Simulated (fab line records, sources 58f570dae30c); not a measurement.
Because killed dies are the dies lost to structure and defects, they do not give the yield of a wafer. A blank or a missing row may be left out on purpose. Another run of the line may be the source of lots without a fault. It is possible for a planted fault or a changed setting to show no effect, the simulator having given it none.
Which tool did it? || flow berkeley cmos170 || Sampling: 14 lots, 42 wafers, 4 of 331 route steps

## WHAT THE GAUGES SHOWED, per wafer
UCB170_V2_OVL_MEAS_13.
{"lot": "L538", "measured": "day 7 10:41", "on": "overlay-01", "V2_OVL (nm)": "2 -4 -6"}
{"lot": "L539", "measured": "day 7 18:26", "on": "overlay-01", "V2_OVL (nm)": "2 -7 2"}
{"lot": "L543", "measured": "day 8 12:43", "on": "overlay-02", "V2_OVL (nm)": "-2 0 -4"}
{"lot": "L541", "measured": "day 8 11:10", "on": "overlay-02", "V2_OVL (nm)": "-4 -5 -1"}
{"lot": "L542", "measured": "day 8 11:44", "on": "overlay-01", "V2_OVL (nm)": "5 4 3"}
{"lot": "L540", "measured": "day 8 12:27", "on": "overlay-02", "V2_OVL (nm)": "-9 -6 -4"}
{"lot": "L545", "measured": "day 9 04:42", "on": "overlay-02", "V2_OVL (nm)": "-5 -3 7"}
{"lot": "L544", "measured": "day 9 04:23", "on": "overlay-01", "V2_OVL (nm)": "-7 -8 -6"}
{"lot": "L548", "measured": "day 9 12:43", "on": "overlay-02", "V2_OVL (nm)": "4 -3 -2"}
{"lot": "L546", "measured": "day 9 16:20", "on": "overlay-02", "V2_OVL (nm)": "-4 2 3"}
{"lot": "L547", "measured": "day 9 11:47", "on": "overlay-02", "V2_OVL (nm)": "13 5 11"}
{"lot": "L549", "measured": "day 9 16:25", "on": "overlay-01", "V2_OVL (nm)": "-3 -4 1"}
{"lot": "L560", "measured": "day 12 08:16", "on": "overlay-01", "V2_OVL (nm)": "5 2 5"}
{"lot": "L561", "measured": "day 12 08:59", "on": "overlay-02", "V2_OVL (nm)": "-2 -9 -3"}

UCB170_M3_CD_MEAS_15: target cd 700 nm.
{"lot": "L538", "measured": "day 7 13:37", "on": "cd sem-02", "cd nm (nm)": "698.7 699.5 699.3"}
{"lot": "L539", "measured": "day 7 21:43", "on": "cd sem-01", "cd nm (nm)": "701.2 701.2 700.8"}
{"lot": "L543", "measured": "day 8 16:41", "on": "cd sem-02", "cd nm (nm)": "698.8 699.5 697.4"}
{"lot": "L541", "measured": "day 8 15:31", "on": "cd sem-01", "cd nm (nm)": "698.4 699.3 698.5"}
{"lot": "L542", "measured": "day 8 16:16", "on": "cd sem-01", "cd nm (nm)": "700.5 701.8 702.0"}
{"lot": "L540", "measured": "day 8 16:34", "on": "cd sem-01", "cd nm (nm)": "698.8 697.6 699.2"}
{"lot": "L545", "measured": "day 9 10:38", "on": "cd sem-02", "cd nm (nm)": "697.3 696.8 697.8"}
{"lot": "L544", "measured": "day 9 06:56", "on": "cd sem-01", "cd nm (nm)": "700.1 699.5 699.0"}
{"lot": "L548", "measured": "day 9 17:08", "on": "cd sem-02", "cd nm (nm)": "697.9 697.7 701.3"}
{"lot": "L546", "measured": "day 9 20:04", "on": "cd sem-01", "cd nm (nm)": "698.6 698.1 699.0"}
{"lot": "L547", "measured": "day 9 15:32", "on": "cd sem-02", "cd nm (nm)": "698.4 700.0 699.5"}
{"lot": "L549", "measured": "day 9 20:07", "on": "cd sem-02", "cd nm (nm)": "699.2 698.2 698.1"}
{"lot": "L560", "measured": "day 12 10:46", "on": "cd sem-02", "cd nm (nm)": "699.3 696.8 698.0"}
{"lot": "L561", "measured": "day 12 11:37", "on": "cd sem-01", "cd nm (nm)": "700.0 699.2 698.6"}

## TOOL THAT RAN EACH LOT (tool first, then ch and the chambers of the sampled wafers, then the start)
{"lot": "L538", "UCB170_NLDD_STRIP_10": "plasma asher-04 ch 0,1, day 6 03:50", "UCB170_M2_METAL_ETCH_18": "rie metal-02 ch 0,1, day 7 08:27"}
{"lot": "L539", "UCB170_NLDD_STRIP_10": "plasma asher-03 ch 0,1, day 6 12:29", "UCB170_M2_METAL_ETCH_18": "rie metal-01 ch 1, day 7 15:53"}
{"lot": "L543", "UCB170_NLDD_STRIP_10": "plasma asher-02 ch 0,1, day 7 00:06", "UCB170_M2_METAL_ETCH_18": "rie metal-03 ch 0,1, day 8 08:53"}
{"lot": "L541", "UCB170_NLDD_STRIP_10": "plasma asher-03 ch 0,1, day 7 00:30", "UCB170_M2_METAL_ETCH_18": "rie metal-03 ch 0,1, day 8 08:08"}
{"lot": "L542", "UCB170_NLDD_STRIP_10": "plasma asher-02 ch 0,1, day 7 01:14", "UCB170_M2_METAL_ETCH_18": "rie metal-01 ch 0,1, day 8 08:24"}
{"lot": "L540", "UCB170_NLDD_STRIP_10": "plasma asher-04 ch 0,1, day 7 02:46", "UCB170_M2_METAL_ETCH_18": "rie metal-02 ch 0,1, day 8 08:38"}
{"lot": "L545", "UCB170_NLDD_STRIP_10": "plasma asher-03 ch 0,1, day 7 19:56", "UCB170_M2_METAL_ETCH_18": "rie metal-02 ch 0,1, day 9 02:16"}
{"lot": "L544", "UCB170_NLDD_STRIP_10": "plasma asher-02 ch 1, day 7 20:23", "UCB170_M2_METAL_ETCH_18": "rie metal-03 ch 0,1, day 9 02:07"}
{"lot": "L548", "UCB170_NLDD_STRIP_10": "plasma asher-03 ch 0,1, day 8 06:26", "UCB170_M2_METAL_ETCH_18": "rie metal-03 ch 0,1, day 9 09:49"}
{"lot": "L546", "UCB170_NLDD_STRIP_10": "plasma asher-04 ch 0,1, day 8 06:43", "UCB170_M2_METAL_ETCH_18": "rie metal-01 ch 0,1, day 9 12:23"}
{"lot": "L547", "UCB170_NLDD_STRIP_10": "plasma asher-03 ch 0,1, day 8 06:59", "UCB170_M2_METAL_ETCH_18": "rie metal-01 ch 0,1, day 9 09:01"}
{"lot": "L549", "UCB170_NLDD_STRIP_10": "plasma asher-03 ch 0,1, day 8 07:16", "UCB170_M2_METAL_ETCH_18": "rie metal-03 ch 0,1, day 9 12:31"}
{"lot": "L560", "UCB170_NLDD_STRIP_10": "plasma asher-02 ch 0,1, day 10 19:03", "UCB170_M2_METAL_ETCH_18": "rie metal-01 ch 0,1, day 12 06:05"}
{"lot": "L561", "UCB170_NLDD_STRIP_10": "plasma asher-04 ch 0,1, day 10 19:17", "UCB170_M2_METAL_ETCH_18": "rie metal-03 ch 0,1, day 12 06:36"}
- UCB170_NLDD_STRIP_10: strips in O2.
- UCB170_M2_METAL_ETCH_18: etches Al in Cl2/BCl3, stops on SiO2, target depth 1170 nm, time 195 s.

## WHAT THE TOOLS THEMSELVES READ (means of the sampled wafers that have a number; where no wafer has one, the mark that the record gives instead)
UCB170_NLDD_STRIP_10.
{"lot": "L538", "tool": "plasma asher-04", "drypump motor current A (A)": 6.1, "o2 flow sccm (sccm)": 400.5, "oes product au (a.u.)": 0.735, "strip time to endpoint s (s)": 21.51}
{"lot": "L539", "tool": "plasma asher-03", "drypump motor current A (A)": 5.2, "o2 flow sccm (sccm)": 398.7, "oes product au (a.u.)": 0.736, "strip time to endpoint s (s)": 21.71}
{"lot": "L543", "tool": "plasma asher-02", "drypump motor current A (A)": 5.7, "o2 flow sccm (sccm)": 399.3, "oes product au (a.u.)": 0.734, "strip time to endpoint s (s)": 21.66}
{"lot": "L541", "tool": "plasma asher-03", "drypump motor current A (A)": 5.3, "o2 flow sccm (sccm)": 399.6, "oes product au (a.u.)": 0.736, "strip time to endpoint s (s)": 21.70}
{"lot": "L542", "tool": "plasma asher-02", "drypump motor current A (A)": 5.7, "o2 flow sccm (sccm)": 400.5, "oes product au (a.u.)": 0.735, "strip time to endpoint s (s)": 21.61}
{"lot": "L540", "tool": "plasma asher-04", "drypump motor current A (A)": 6.1, "o2 flow sccm (sccm)": 399.0, "oes product au (a.u.)": 0.737, "strip time to endpoint s (s)": 21.55}
{"lot": "L545", "tool": "plasma asher-03", "drypump motor current A (A)": 5.3, "o2 flow sccm (sccm)": 400.4, "oes product au (a.u.)": 0.734, "strip time to endpoint s (s)": 21.63}
{"lot": "L544", "tool": "plasma asher-02", "drypump motor current A (A)": 6.4, "o2 flow sccm (sccm)": 399.2, "oes product au (a.u.)": 0.732, "strip time to endpoint s (s)": 21.50}
{"lot": "L548", "tool": "plasma asher-03", "drypump motor current A (A)": 5.2, "o2 flow sccm (sccm)": 400.5, "oes product au (a.u.)": 0.737, "strip time to endpoint s (s)": 21.61}
{"lot": "L546", "tool": "plasma asher-04", "drypump motor current A (A)": 6.1, "o2 flow sccm (sccm)": 399.9, "oes product au (a.u.)": 0.732, "strip time to endpoint s (s)": 21.65}
{"lot": "L547", "tool": "plasma asher-03", "drypump motor current A (A)": 5.3, "o2 flow sccm (sccm)": 399.9, "oes product au (a.u.)": 0.734, "strip time to endpoint s (s)": 21.60}
{"lot": "L549", "tool": "plasma asher-03", "drypump motor current A (A)": 5.3, "o2 flow sccm (sccm)": 400.2, "oes product au (a.u.)": 0.734, "strip time to endpoint s (s)": 21.60}
{"lot": "L560", "tool": "plasma asher-02", "drypump motor current A (A)": 6.0, "o2 flow sccm (sccm)": 400.4, "oes product au (a.u.)": 0.734, "strip time to endpoint s (s)": 21.54}
{"lot": "L561", "tool": "plasma asher-04", "drypump motor current A (A)": 6.1, "o2 flow sccm (sccm)": 399.4, "oes product au (a.u.)": 0.731, "strip time to endpoint s (s)": 21.55}

UCB170_M2_METAL_ETCH_18.
{"lot": "L538", "tool": "rie metal-02", "drypump motor current A (A)": 6.1, "oes product au (a.u.)": 0.851, "throttle valve pct (%)": 24.16}
{"lot": "L539", "tool": "rie metal-01", "drypump motor current A (A)": 5.7, "oes product au (a.u.)": 0.831, "throttle valve pct (%)": 24.40}
{"lot": "L543", "tool": "rie metal-03", "drypump motor current A (A)": 5.7, "oes product au (a.u.)": 0.863, "throttle valve pct (%)": 24.30}
{"lot": "L541", "tool": "rie metal-03", "drypump motor current A (A)": 5.9, "oes product au (a.u.)": 0.865, "throttle valve pct (%)": 24.33}
{"lot": "L542", "tool": "rie metal-01", "drypump motor current A (A)": 5.3, "oes product au (a.u.)": 0.854, "throttle valve pct (%)": 24.51}
{"lot": "L540", "tool": "rie metal-02", "drypump motor current A (A)": 6.1, "oes product au (a.u.)": 0.851, "throttle valve pct (%)": 24.16}
{"lot": "L545", "tool": "rie metal-02", "drypump motor current A (A)": 5.8, "oes product au (a.u.)": 0.855, "throttle valve pct (%)": 24.13}
{"lot": "L544", "tool": "rie metal-03", "drypump motor current A (A)": 5.9, "oes product au (a.u.)": 0.865, "throttle valve pct (%)": 24.32}
{"lot": "L548", "tool": "rie metal-03", "drypump motor current A (A)": 5.9, "oes product au (a.u.)": 0.861, "throttle valve pct (%)": 24.33}
{"lot": "L546", "tool": "rie metal-01", "drypump motor current A (A)": 5.4, "oes product au (a.u.)": 0.849, "throttle valve pct (%)": 24.51}
{"lot": "L547", "tool": "rie metal-01", "drypump motor current A (A)": 5.4, "oes product au (a.u.)": 0.854, "throttle valve pct (%)": 24.51}
{"lot": "L549", "tool": "rie metal-03", "drypump motor current A (A)": 5.8, "oes product au (a.u.)": 0.866, "throttle valve pct (%)": 24.34}
{"lot": "L560", "tool": "rie metal-01", "drypump motor current A (A)": 5.4, "oes product au (a.u.)": 0.857, "throttle valve pct (%)": 24.51}
{"lot": "L561", "tool": "rie metal-03", "drypump motor current A (A)": 5.9, "oes product au (a.u.)": 0.867, "throttle valve pct (%)": 24.32}

## THE ANSWER, worked out from the rows above alone
Rule: the usual values come from the lots themselves. Put in order of their means at a reading, lots are off if they are a third of the lots or fewer, leave a main group of 4 or more, and stand apart from it by a gap of 3 or more times the standard deviation of the main group's means; of several such gaps the widest counts. A main group is skipped when, at the precision printed for the reading in the tables above, its means are all equal. Also off: a lot with no number at a reading for which 4 or more lots have one. All remaining lots with rows at the step are treated as sound. The gauges are gone through in route order, then the tools' own readings, and for those a lot's mean is taken as printed above. At the first step where some lot is off, the reading lying furthest off is the one used; lots without a number count as furthest.
Across all readings shown, no lot is off: no conclusion can be drawn from this.

## WHAT HAD BEEN PUT IN BY THE SIMULATOR
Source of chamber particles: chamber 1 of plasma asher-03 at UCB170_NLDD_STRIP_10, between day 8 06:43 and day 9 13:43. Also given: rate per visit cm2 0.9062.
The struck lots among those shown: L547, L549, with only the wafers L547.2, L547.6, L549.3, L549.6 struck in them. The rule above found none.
